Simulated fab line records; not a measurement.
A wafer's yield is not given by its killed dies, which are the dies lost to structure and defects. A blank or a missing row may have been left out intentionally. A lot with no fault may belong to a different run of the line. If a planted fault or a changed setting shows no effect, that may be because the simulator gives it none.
Split-lot trial -- flow rit cmos -- 5 lots, 23 wafers read, on a route of 202 steps

## THE SPLIT
At RIT_FOX2_OXIDATION_00 (target thk 350.7 nm, ox time 1130 s), the setting ox time s was moved away from the recipe's 1130 s on 20 of the 23 wafers read, by -9.7% to +11.3%. All remaining wafers had this setting at the recipe value.

Reading taken at the split's own step.

## THE READING
SiO2_of_FOX2_OXIDATION_00.thk nm (the simulator's own value, which no gauge read), in nm, at RIT_FOX2_OXIDATION_00 (target thk 350.7 nm, ox time 1130 s). The file does not state a usual value for it. Across the 3 wafers here that went through the recipe, the average is 352.8 nm and the standard deviation 1.9 nm.

wafer,"tool, chamber at the split","ox time s as run, s",against the recipe,"SiO2_of_FOX2_OXIDATION_00.thk nm, nm",against lot-mates on the recipe
L074.2,"furnace-01, 0",1130,recipe,350.5,-
L074.5,"furnace-01, 0",1130,recipe,355.1,-
L074.6,"furnace-01, 0",1130,recipe,352.7,-
L077.1,"-, -",1247,+10.4%,371.6,no lot-mate on the recipe
L077.2,"-, -",1247,+10.4%,369.5,no lot-mate on the recipe
L077.3,"-, -",1247,+10.4%,364.9,no lot-mate on the recipe
L077.4,"-, -",1247,+10.4%,362.2,no lot-mate on the recipe
L077.5,"-, -",1247,+10.4%,367.7,no lot-mate on the recipe
L078.1,"-, -",1188,+5.1%,355.1,no lot-mate on the recipe
L078.2,"-, -",1188,+5.1%,356.1,no lot-mate on the recipe
L078.3,"-, -",1188,+5.1%,357.9,no lot-mate on the recipe
L078.4,"-, -",1188,+5.1%,353.3,no lot-mate on the recipe
L078.6,"-, -",1188,+5.1%,347.2,no lot-mate on the recipe
L081.1,"-, -",1258,+11.3%,357.9,no lot-mate on the recipe
L081.2,"-, -",1258,+11.3%,360.7,no lot-mate on the recipe
L081.3,"-, -",1258,+11.3%,356.4,no lot-mate on the recipe
L081.4,"-, -",1258,+11.3%,365.3,no lot-mate on the recipe
L081.5,"-, -",1258,+11.3%,363.8,no lot-mate on the recipe
L084.2,"-, -",1020,-9.7%,335,no lot-mate on the recipe
L084.3,"-, -",1020,-9.7%,331.6,no lot-mate on the recipe
L084.4,"-, -",1020,-9.7%,333.6,no lot-mate on the recipe
L084.5,"-, -",1020,-9.7%,328.6,no lot-mate on the recipe
L084.6,"-, -",1020,-9.7%,332.9,no lot-mate on the recipe

FIT RESULTS
A straight line over all 23 wafers: SiO2_of_FOX2_OXIDATION_00.thk nm changes by +1.48 nm for each +1% of ox time s; r = +0.94; the points scatter about the line by 4.7 nm.
Too few moved wafers have a lot-mate on the recipe to fit a line with each lot's own level taken away.

## THE FILE'S OWN FIT
SiO2_of_FOX2_OXIDATION_00.thk nm changes by +1.48 nm for each +1% of ox time s, r = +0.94.
